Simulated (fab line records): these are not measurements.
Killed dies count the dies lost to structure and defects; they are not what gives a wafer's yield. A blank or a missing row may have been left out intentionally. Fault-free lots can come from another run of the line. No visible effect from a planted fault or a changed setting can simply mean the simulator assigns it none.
A struck lot beside a sound one / flow rit_cmos / 27 steps out of a route of 202
Sound: these wafers, L217.1, L217.4, L217.6. Struck: wafer L231.4 (left out: L231.1, L231.6 of the same lot, which were not struck); the cause appears at the end.
At each step with rows: each side's tool, then ch and its chambers, then its first start. Under that, the readings that differ: sound wafers / struck wafers / difference of the means / sigmas: that difference in standard deviations of wafers without a fault.
alike: readings whose means differ by less than 2 such deviations, and words and numbers that are the same on both sides. not compared: withheld readings, readings that some wafer has no value for, bounds like >300 that may hide the same value, and numbers for which the record gives no deviation and whose values overlap.
A row with sigmas, a row that says differs or no value, or rows on one side alone: a step with any of these is where the two part. Numbers that don't overlap but have no deviation are shown without sigmas and don't part them. A reading missing from all wafers of one side parts the sides only when that side holds two or more wafers.

first, 4 steps without rows for these wafers: RIT_CONTACT_SOFTBAKE_04 (time 60 s); RIT_CONTACT_EXPOSE_05 (exposes mask M11, target cd 1000 nm); RIT_CONTACT_PEB_06; RIT_CONTACT_DEVELOP_07 (develop time 120 s).
RIT_CONTACT_CD_MEAS_08: target cd 1000 nm.
  sound on cd_sem-02, day 3 13:01; struck on cd_sem-02, day 6 10:07
  alike: cd_nm
RIT_CONTACT_OVL_MEAS_09:
  sound on overlay-01, day 3 13:08; struck on overlay-01, day 6 10:14
  alike: CONTACT_OVL
then, 1 step without rows for these wafers: RIT_CONTACT_HARDBAKE_10 (time 60 s).
RIT_CONTACT_ETCH_11: etches SiO2 in CHF3/CF4/Ar, stops on TiSi2, target depth 480 nm, time 320 s.
  sound on rie_diel-01 ch 0,1,2, day 3 13:19; struck on rie_diel-03 ch 3, day 6 10:25
  alike: chamber_pressure_mTorr, drypump_motor_current_A, oes_product_au, rf_fwd_power_W, throttle_valve_pct
  not compared: rf_hours_counter_h
RIT_CONTACT_STRIP_12: strips in O2, time 180 s.
  sound on plasma_asher-04 ch 0,1, day 3 13:31; struck on plasma_asher-02 ch 0, day 6 10:37
  alike: chamber_pressure_mTorr, drypump_motor_current_A, o2_flow_sccm
  not compared: rf_hours_counter_h
RIT_CONTACT_CD_MEAS_90: target cd 1000 nm.
  sound on cd_sem-01, day 3 13:41; struck on cd_sem-02, day 6 10:47
  alike: cd_nm
then, 2 steps without rows for these wafers: RIT_CONTACT_CLEAN_13 (cleans in SC1, time 600 s); RIT_CONTACT_CLEAN_14 (cleans in SC2, time 600 s).
RIT_M1_SPUTTER_00: material Al, target thk 400 nm, time 500 s.
  sound on pvd_sputter-03, day 3 14:09; struck on pvd_sputter-03, day 6 11:16
reading=cathode_dc_power_W (W); sound=2000.2 2000.4 1999.4; struck=1960.2; difference=-39.8; sigmas=-99 or more
reading=model.Al_of_M1_SPUTTER_00.thk_nm (nm); sound=399.6 397.2 394.5; struck=393.3; difference=-3.8; sigmas=
  alike: throttle_valve_pct
RIT_M1_RS_MEAS_01: a four-point-probe measurement.
  sound on film_metro-04, day 3 14:27; struck on film_metro-04, day 6 11:33
  alike: M1_AL_RS
RIT_M1_THK_MEAS_02: measures by xrf.
  sound on film_metro-04, day 3 14:34; struck on film_metro-04, day 6 11:40
  alike: M1_AL_THK
then, 6 steps without rows for these wafers: RIT_M1_HMDS_03 (prime time 60 s); RIT_M1_COAT_04 (resist thk 1300 nm); RIT_M1_SOFTBAKE_05 (time 60 s); RIT_M1_EXPOSE_06 (exposes mask M12, target cd 2600 nm); RIT_M1_PEB_07; RIT_M1_DEVELOP_08 (develop time 68 s).
RIT_M1_CD_MEAS_09: target cd 2600 nm.
  sound on cd_sem-02, day 3 15:46; struck on cd_sem-02, day 6 12:44
  alike: cd_nm
RIT_M1_OVL_MEAS_10:
  sound on overlay-01, day 3 15:53; struck on overlay-01, day 6 12:51
  alike: M1_OVL
then, 1 step without rows for these wafers: RIT_M1_HARDBAKE_11 (time 120 s).
RIT_M1_METAL_ETCH_12: etches Al in Cl2/BCl3, stops on SiO2, time 165 s, target depth 600 nm.
  sound on rie_metal-04 ch 1, day 3 16:23; struck on rie_metal-03 ch 1, day 6 13:08
reading=model.M1.feature_depth_nm (nm); sound=433.1 430.8 428.1; struck=426.3; difference=-4.4; sigmas=
reading=model.etch.depth_nm (nm); sound=399.6 397.2 394.5; struck=393.3; difference=-3.8; sigmas=
  alike: chamber_pressure_mTorr, drypump_motor_current_A, oes_product_au, rf_fwd_power_W, throttle_valve_pct
  not compared: rf_hours_counter_h
then, 1 step without rows for these wafers: RIT_M1_STRIP_13 (strips in nmp, time 600 s).
RIT_M1_PROBE_99:
  sound on prober-02, day 3 18:47; struck on prober-01, day 6 15:34
reading=model.etest.m1.rs_ohm_sq; sound=0.0726 0.07226 0.07331; struck=0.07355; difference=+0.00083; sigmas=
  alike: defect_limited_yield, killed_at_front_end, killed_dies, killed_open, killed_short, sort_bin_3_pad_short, sort_bin_5_function, sort_bin_6_memory, sort_n_pass, sort_yield_pct

WHERE THEY PART
Only at RIT_M1_SPUTTER_00, within this record. Later steps at which nothing parts them and some readings are alike: RIT_M1_RS_MEAS_01, RIT_M1_THK_MEAS_02, RIT_M1_CD_MEAS_09, RIT_M1_OVL_MEAS_10, RIT_M1_METAL_ETCH_12, RIT_M1_PROBE_99.

WHY: what the simulator had put in
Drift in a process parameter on pvd_sputter-03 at RIT_M1_SPUTTER_00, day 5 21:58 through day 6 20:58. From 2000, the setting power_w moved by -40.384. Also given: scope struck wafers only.
